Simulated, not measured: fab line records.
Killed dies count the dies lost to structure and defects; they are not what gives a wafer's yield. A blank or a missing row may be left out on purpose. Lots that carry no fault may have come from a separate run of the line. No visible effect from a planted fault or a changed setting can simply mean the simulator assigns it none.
Chamber matching :: flow rit-cmos :: RIT_GATE_ETCH_19 on rie-si-02: 4 sister chambers
The step etches poly-Si in SF6/CHF3/O2, stops on SiO2, time 165 s, target depth 312.5 nm. 4 wafers are shown with their chamber, then 7 later ones without.

== WAFERS PAIRED WITH THEIR CHAMBERS ==
wafer: L214.6
chamber: 2
drypump-motor-current-A (A): 6.4

wafer: L224.4
chamber: 0
drypump-motor-current-A (A): 5.7

wafer: L224.6
chamber: 3
drypump-motor-current-A (A): 5.8

wafer: L228.5
chamber: 1
drypump-motor-current-A (A): 6.1

== WAFERS WHOSE CHAMBER IS MISSING ==
wafer: L228.6
drypump-motor-current-A (A): 5.7

wafer: L232.2
drypump-motor-current-A (A): 5.8

wafer: L232.3
drypump-motor-current-A (A): 6.5

wafer: L232.5
drypump-motor-current-A (A): 5.9

wafer: L234.3
drypump-motor-current-A (A): 5.8

wafer: L234.5
drypump-motor-current-A (A): 6.5

wafer: L234.6
drypump-motor-current-A (A): 5.7

== CHAMBER TAKEN BY EACH ==
wafer: L228.6
from the rows above: can't be placed: 0 or 3
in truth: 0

wafer: L232.2
from the rows above: can't be placed: 3 or 0
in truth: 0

wafer: L232.3
from the rows above: 2
in truth: 2

wafer: L232.5
from the rows above: can't be placed: 3 or 1 or 0
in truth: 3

wafer: L234.3
from the rows above: can't be placed: 3 or 0
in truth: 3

wafer: L234.5
from the rows above: 2
in truth: 2

wafer: L234.6
from the rows above: can't be placed: 0 or 3
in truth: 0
Placed correctly: 2 of 7. These rows do not allow placing 5 (true chamber among the candidates in 5). Wrongly placed: 0.
How it was worked out, from the rows above alone: a wafer's distance from a chamber is the root of the sum, over the readings, of the square of ((its reading less the chamber's mean) divided by the reading's scatter). The wafer belongs to the nearest chamber; if the next one is less than 2 further off, it can't be placed. The mean given for a chamber averages the wafers shown for that chamber. The scatter: with one shown wafer a chamber, the root of the mean of the squares of how far each hidden wafer lies from its nearest shown one.
